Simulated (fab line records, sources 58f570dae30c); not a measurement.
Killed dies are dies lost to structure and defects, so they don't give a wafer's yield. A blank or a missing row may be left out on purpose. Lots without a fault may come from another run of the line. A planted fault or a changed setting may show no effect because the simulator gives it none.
Which tool did it? | flow berkeley_cmos170 | 7 lots, 21 wafers sampled, at 2 steps of a route of 331

WHAT THE GAUGES READ, wafer by wafer
UCB170_M1_RS_MEAS_01: measures by four-point-probe.
lot  | measured     | on            | M1_AL_RS (ohm/sq)
L549 | day 7 09:32  | film_metro-01 | 0.0477 0.0481 0.0483
L554 | day 7 22:11  | film_metro-02 | 0.0494 0.0490 0.0496
L556 | day 8 10:59  | film_metro-04 | 0.0506 0.0501 0.0505 0.0507 0.0502 0.0506
L564 | day 10 05:16 | film_metro-02 | 0.0485 0.0487 0.0484
L566 | day 10 19:02 | film_metro-04 | 0.0488 0.0488 0.0491
L570 | day 11 19:34 | film_metro-02 | 0.0485 0.0491 0.0489
L572 | day 11 21:49 | film_metro-04 | 0.0485 0.0483 0.0479

WHICH TOOL RAN EACH LOT (tool, then ch and the chambers of the sampled wafers, then the start)
lot  | UCB170_M1_SPUTTER_00
L549 | pvd_sputter-02, day 7 09:26
L554 | pvd_sputter-01, day 7 22:08
L556 | pvd_sputter-01, day 8 10:55
L564 | pvd_sputter-03, day 10 05:12
L566 | pvd_sputter-03, day 10 18:56
L570 | pvd_sputter-03, day 11 19:28
L572 | pvd_sputter-03, day 11 21:44
- UCB170_M1_SPUTTER_00: material Al, target thk 600 nm, time 80 s.

THE ANSWER, worked out from the rows above alone
Rule: what is usual is taken from the lots themselves. Put in order of their means at a reading, lots are off if they are a third of the lots or fewer, leave a main group of 4 or more, and stand apart from it by a gap of 3 or more times the standard deviation of the main group's means; of several such gaps the widest counts. A main group whose means are all the same, to the digits that the tables above print for the reading, isn't used. A lot without any number at a reading at which 4 lots or more have one is off too. The other lots that the step has rows for count as sound.
No lot is off at any reading shown: from this, nothing can be told.

WHAT THE SIMULATOR HAD PUT IN
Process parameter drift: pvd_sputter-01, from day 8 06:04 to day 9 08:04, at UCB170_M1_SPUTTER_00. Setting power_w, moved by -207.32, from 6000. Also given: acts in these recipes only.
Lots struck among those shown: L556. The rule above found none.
